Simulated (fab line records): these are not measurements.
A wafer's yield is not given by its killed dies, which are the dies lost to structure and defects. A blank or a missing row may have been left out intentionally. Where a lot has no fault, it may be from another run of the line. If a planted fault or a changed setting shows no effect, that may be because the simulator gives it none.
Lot-split experiment :: flow berkeleyCmos170 :: 23 wafers read across 5 lots, on a route 331 steps long

THE SPLIT ITSELF
At UCB170_NVT_IMPLANT_07, the setting doseCm2 was moved away from the recipe's 3e+12 on 11 of the 23 wafers read, by -4.8% to +7.2%. For the rest of the wafers, this setting stayed at what the recipe calls for.

SPLIT TO READING: what lies between them in the file, 1 step
- UCB170_NVT_STRIP_08: strips in O2

THE READING
NVT_TW, at UCB170_NVT_TW_MEAS_09. Fault-free wafers of this fab line usually give 530, standard deviation 4.6.

wafer: L074.1
tool, chamber at the split: implanter-02, 0
doseCm2 as run: 2.855e+12
against the recipe: -4.8%
NVT_TW: 527
against lot-mates on the recipe: -9

wafer: L074.2
tool, chamber at the split: implanter-02, 0
doseCm2 as run: 3e+12
against the recipe: recipe
NVT_TW: 535
against lot-mates on the recipe: -

wafer: L074.3
tool, chamber at the split: implanter-02, 0
doseCm2 as run: 3e+12
against the recipe: recipe
NVT_TW: 538
against lot-mates on the recipe: -

wafer: L074.4
tool, chamber at the split: implanter-02, 0
doseCm2 as run: 3e+12
against the recipe: recipe
NVT_TW: 534
against lot-mates on the recipe: -

wafer: L074.5
tool, chamber at the split: implanter-02, 0
doseCm2 as run: 2.855e+12
against the recipe: -4.8%
NVT_TW: 525
against lot-mates on the recipe: -11

wafer: L075.1
tool, chamber at the split: implanter-03, 0
doseCm2 as run: 3e+12
against the recipe: recipe
NVT_TW: 533
against lot-mates on the recipe: -

wafer: L075.2
tool, chamber at the split: implanter-03, 0
doseCm2 as run: 3e+12
against the recipe: recipe
NVT_TW: 535
against lot-mates on the recipe: -

wafer: L075.3
tool, chamber at the split: implanter-03, 0
doseCm2 as run: 3.178e+12
against the recipe: +5.9%
NVT_TW: 546
against lot-mates on the recipe: +12

wafer: L075.4
tool, chamber at the split: implanter-03, 0
doseCm2 as run: 3.178e+12
against the recipe: +5.9%
NVT_TW: 545
against lot-mates on the recipe: +11

wafer: L075.5
tool, chamber at the split: implanter-03, 0
doseCm2 as run: 3.178e+12
against the recipe: +5.9%
NVT_TW: 544
against lot-mates on the recipe: +10

wafer: L077.1
tool, chamber at the split: implanter-02, 0
doseCm2 as run: 3.215e+12
against the recipe: +7.2%
NVT_TW: 533
against lot-mates on the recipe: +10

wafer: L077.2
tool, chamber at the split: implanter-02, 0
doseCm2 as run: 3.215e+12
against the recipe: +7.2%
NVT_TW: 531
against lot-mates on the recipe: +8

wafer: L077.3
tool, chamber at the split: implanter-02, 0
doseCm2 as run: 3e+12
against the recipe: recipe
NVT_TW: 523
against lot-mates on the recipe: -

wafer: L077.4
tool, chamber at the split: implanter-02, 0
doseCm2 as run: 3e+12
against the recipe: recipe
NVT_TW: 524
against lot-mates on the recipe: -

wafer: L077.5
tool, chamber at the split: implanter-02, 0
doseCm2 as run: 3.215e+12
against the recipe: +7.2%
NVT_TW: 536
against lot-mates on the recipe: +12

wafer: L084.1
tool, chamber at the split: implanter-03, 0
doseCm2 as run: 3e+12
against the recipe: recipe
NVT_TW: 533
against lot-mates on the recipe: -

wafer: L084.2
tool, chamber at the split: implanter-03, 0
doseCm2 as run: 3.087e+12
against the recipe: +2.9%
NVT_TW: 535
against lot-mates on the recipe: +4

wafer: L084.4
tool, chamber at the split: implanter-03, 0
doseCm2 as run: 3.087e+12
against the recipe: +2.9%
NVT_TW: 537
against lot-mates on the recipe: +6

wafer: L084.5
tool, chamber at the split: implanter-03, 0
doseCm2 as run: 3e+12
against the recipe: recipe
NVT_TW: 530
against lot-mates on the recipe: -

wafer: L084.6
tool, chamber at the split: implanter-03, 0
doseCm2 as run: 3.087e+12
against the recipe: +2.9%
NVT_TW: 536
against lot-mates on the recipe: +4

wafer: L085.1
tool, chamber at the split: implanter-02, 0
doseCm2 as run: 3e+12
against the recipe: recipe
NVT_TW: 531
against lot-mates on the recipe: -

wafer: L085.2
tool, chamber at the split: implanter-02, 0
doseCm2 as run: 3e+12
against the recipe: recipe
NVT_TW: 529
against lot-mates on the recipe: -

wafer: L085.4
tool, chamber at the split: implanter-02, 0
doseCm2 as run: 3e+12
against the recipe: recipe
NVT_TW: 530
against lot-mates on the recipe: -

THE FIT
A straight line over all 23 wafers: NVT_TW changes by +1.11 for each +1% of doseCm2; r = +0.63; the points scatter about the line by 4.9.
The same after taking each lot's own level away (the mean of its wafers on the recipe; 23 wafers): +1.66 for each +1%; r = +0.96; scatter 1.6.
The reading moves by 12 for the largest change in doseCm2, on that fit.
Measured against the standard deviation above, the lots' own levels, which go from 523.5 to 535.7, span 2.6 times it.
So the lot-to-lot level blurs the effect unless lot-mates are compared.
Check: +12 against its lot-mates is what the line predicts for one of the wafers moved furthest among these (+7.2%) when that wafer is left out of the fit. Against them it came out at +9.5.

THE OTHER SPLITS THESE WAFERS WENT THROUGH
Other splits were also applied to these wafers ahead of the reading. Each is held against what the fit with the lots' levels taken away leaves over:
other split on the same wafers: UCB170_ZERO_COAT_01 resistThkNm
wafers away from the commonest value: 9
r with NVT_TW (lot level and that fit taken away): +0.09

other split on the same wafers: UCB170_PWELL_CVD_05 timeS
wafers away from the commonest value: 10
r with NVT_TW (lot level and that fit taken away): -0.27

other split on the same wafers: UCB170_PWELL_ETCH_14 rfW
wafers away from the commonest value: 6
r with NVT_TW (lot level and that fit taken away): -0.45

other split on the same wafers: UCB170_ACTIVE_OXIDATION_02 oxTimeS
wafers away from the commonest value: 10
r with NVT_TW (lot level and that fit taken away): +0.01

other split on the same wafers: UCB170_ACTIVE_CVD_05 tempC
wafers away from the commonest value: 15
r with NVT_TW (lot level and that fit taken away): +0.08

other split on the same wafers: UCB170_PFIELD_COAT_01 resistThkNm
wafers away from the commonest value: 11
r with NVT_TW (lot level and that fit taken away): -0.32

THE FILE'S OWN FIT
NVT_TW changes by +1.64 for each +1% of doseCm2, r = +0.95.
